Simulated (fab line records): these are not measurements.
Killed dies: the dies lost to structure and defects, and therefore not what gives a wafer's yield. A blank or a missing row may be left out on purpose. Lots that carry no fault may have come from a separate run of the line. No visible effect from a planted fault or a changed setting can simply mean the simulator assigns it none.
Which tool did it? -- flow berkeley cmos170 -- 14 lots, 42 wafers sampled, at 5 steps of a route of 331

== WHAT THE GAUGES READ, wafer by wafer ==
UCB170_PSD_OVL_MEAS_07.
lot,measured,on,PSD_OVL (nm)
L110,day 6 15:14,overlay-01,1 7 1
L109,day 6 15:29,overlay-02,12 7 6
L111,day 7 03:22,overlay-02,6 2 10
L114,day 7 07:23,overlay-01,3 7 2
L118,day 8 13:22,overlay-02,1 2 0
L116,day 8 13:36,overlay-02,-8 -11 -7
L117,day 8 13:50,overlay-01,3 5 4
L119,day 9 00:41,overlay-01,0 -2 -4
L121,day 10 01:13,overlay-02,-9 -3 -5
L122,day 10 01:38,overlay-02,1 6 3
L126,day 11 01:05,overlay-01,8 10 11
L129,day 11 01:39,overlay-02,3 5 -3
L131,day 11 13:01,overlay-01,9 -1 5
L132,day 12 00:31,overlay-02,-1 -1 -7

UCB170_NSD_OVL_MEAS_07.
lot,measured,on,NSD_OVL (nm)
L110,day 6 17:23,overlay-01,0 0 -5
L109,day 6 17:37,overlay-02,-3 -1 -2
L111,day 7 04:59,overlay-01,-2 -4 0
L114,day 7 09:13,overlay-02,1 -4 -9
L118,day 8 16:33,overlay-01,-4 -1 7
L116,day 8 16:37,overlay-02,7 6 3
L117,day 8 17:05,overlay-02,-1 2 0
L119,day 9 02:29,overlay-02,-10 -6 -6
L121,day 10 03:47,overlay-02,-4 -1 -3
L122,day 10 03:40,overlay-01,0 6 9
L126,day 11 03:41,overlay-02,-5 -5 -3
L129,day 11 04:30,overlay-02,-5 1 2
L131,day 11 15:42,overlay-01,-2 -5 -7
L132,day 12 02:59,overlay-01,-1 1 1

UCB170_CONTACT_OVL_MEAS_16.
lot,measured,on,CONTACT_OVL (nm)
L110,day 6 23:46,overlay-01,-1 0 3
L109,day 7 01:40,overlay-02,-11 -1 -3
L111,day 7 11:40,overlay-01,-10 -6 -2
L114,day 7 16:29,overlay-01,-6 -8 -6
L118,day 9 02:46,overlay-01,-8 -1 1
L116,day 9 02:57,overlay-02,-5 -1 -9
L117,day 9 05:23,overlay-02,3 3 -4
L119,day 9 11:53,overlay-01,0 3 8
L121,day 10 11:45,overlay-01,-7 -9 -5
L122,day 10 10:39,overlay-01,-2 -7 -7
L126,day 11 11:49,overlay-02,2 12 9
L129,day 11 11:34,overlay-01,0 6 4
L131,day 11 22:55,overlay-02,2 -7 -7
L132,day 12 09:15,overlay-02,7 3 5

UCB170_V1_THK_MEAS_01.
lot,measured,on,V1_TEOS_THK (nm)
L110,day 7 05:38,film metro-02,1958 2004 2028
L109,day 7 09:07,film metro-01,2004 2023 2032
L111,day 7 19:25,film metro-01,1973 1983 2004
L114,day 8 00:08,film metro-03,2027 2032 2026
L118,day 9 11:28,film metro-02,1986 2038 2010
L116,day 9 11:27,film metro-03,1921 1956 1959
L117,day 9 11:37,film metro-01,1948 1990 2011
L119,day 9 20:01,film metro-01,1959 1983 2039
L121,day 10 19:29,film metro-02,2425 2441 2410
L122,day 10 15:24,film metro-02,1954 1999 1985
L126,day 11 18:34,film metro-03,2023 2016 2034
L129,day 11 18:37,film metro-02,2406 2412 2450
L131,day 12 08:08,film metro-02,1986 2028 1990
L132,day 12 14:54,film metro-03,1995 2047 2031

== EACH LOT AND THE TOOL THAT RAN IT (in order: tool; ch and the chambers of the sampled wafers; start) ==
lot,UCB170_V1_CVD_00
L110,"pecvd-03 ch 0,1,2, day 7 05:28"
L109,"pecvd-04 ch 0,1,2, day 7 08:58"
L111,"pecvd-03 ch 1,2, day 7 19:16"
L114,"pecvd-04 ch 0,1,2, day 7 23:58"
L118,"pecvd-03 ch 0,1,2, day 9 11:18"
L116,"pecvd-01 ch 0,1, day 9 11:18"
L117,"pecvd-03 ch 0,2, day 9 11:27"
L119,"pecvd-01 ch 1,2, day 9 19:52"
L121,"pecvd-03 ch 0,1,2, day 10 19:20"
L122,"pecvd-03 ch 0,1,2, day 10 15:14"
L126,"pecvd-04 ch 0,2, day 11 18:23"
L129,"pecvd-03 ch 0,1, day 11 18:23"
L131,"pecvd-04 ch 1,2, day 12 07:58"
L132,"pecvd-04 ch 0,1,2, day 12 14:43"
- UCB170_V1_CVD_00: deposits SiO2 from TEOS/O2, target thk 2000 nm, time 250 s.

== WHAT THE TOOLS THEMSELVES READ (means of the sampled wafers that have a number; where no wafer has one, the mark that the record gives instead) ==
UCB170_V1_CVD_00.
lot,tool,heater power w (W),run length s (s)
L110,pecvd-03,241,277.0
L109,pecvd-04,256,277.7
L111,pecvd-03,243,277.0
L114,pecvd-04,217,277.9
L118,pecvd-03,263,277.2
L116,pecvd-01,243,277.8
L117,pecvd-03,301,277.1
L119,pecvd-01,254,278.1
L121,pecvd-03,230,330.6
L122,pecvd-03,261,277.1
L126,pecvd-04,288,277.4
L129,pecvd-03,233,331.1
L131,pecvd-04,220,278.5
L132,pecvd-04,257,277.6

== THE ANSWER, worked out from the rows above alone ==
Rule: the usual values come from the lots themselves. The widest of any qualifying gaps counts: lots, ordered by their means at a reading, are off when they make up no more than a third of the lots, leave a main group of 4 or more, and stand apart from it by 3 or more times the standard deviation of that group's means. Not used: any main group whose means are identical at the precision the tables above print for the reading. Also off: a lot with no number at a reading for which 4 or more lots have one. Where the step has rows for the other lots, those lots are counted as sound. First the gauges in route order, then the tools' own readings, where a lot's mean is used as printed above. At the first step where some lot is off, the reading lying furthest off is the one used; lots without a number count as furthest.
Off: L121, L129, seen at UCB170_V1_THK_MEAS_01 (V1_TEOS_THK). Mean 2000 nm and standard deviation 23 in the main group.
A tool fits if, at a process step before that reading, it ran every lot that is off, and no sound lot after the first of them. The gauges at UCB170_V1_THK_MEAS_01 aren't tried: what is off there is off at UCB170_V1_CVD_00 too, on other tools, and a gauge's error can't cause that. One candidate fits, namely pecvd-03 at UCB170_V1_CVD_00. A fault onset in the window from L122 (day 10 15:14, its last sound lot) to L121 (day 10 19:20, its first lot off) fits.
On the lots that are off, the tool's own readings at UCB170_V1_CVD_00 differ by more than 5 times the standard deviation of the sound lots' means, which bears it out; run length s reads 330.9 s there versus 277.5 s on the sound lots.

== WHAT HAD BEEN PUT IN BY THE SIMULATOR ==
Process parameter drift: pecvd-03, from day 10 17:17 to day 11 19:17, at UCB170_V1_CVD_00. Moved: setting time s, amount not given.
Lots struck among those shown: L121, L129. The rule above reached the same finding.
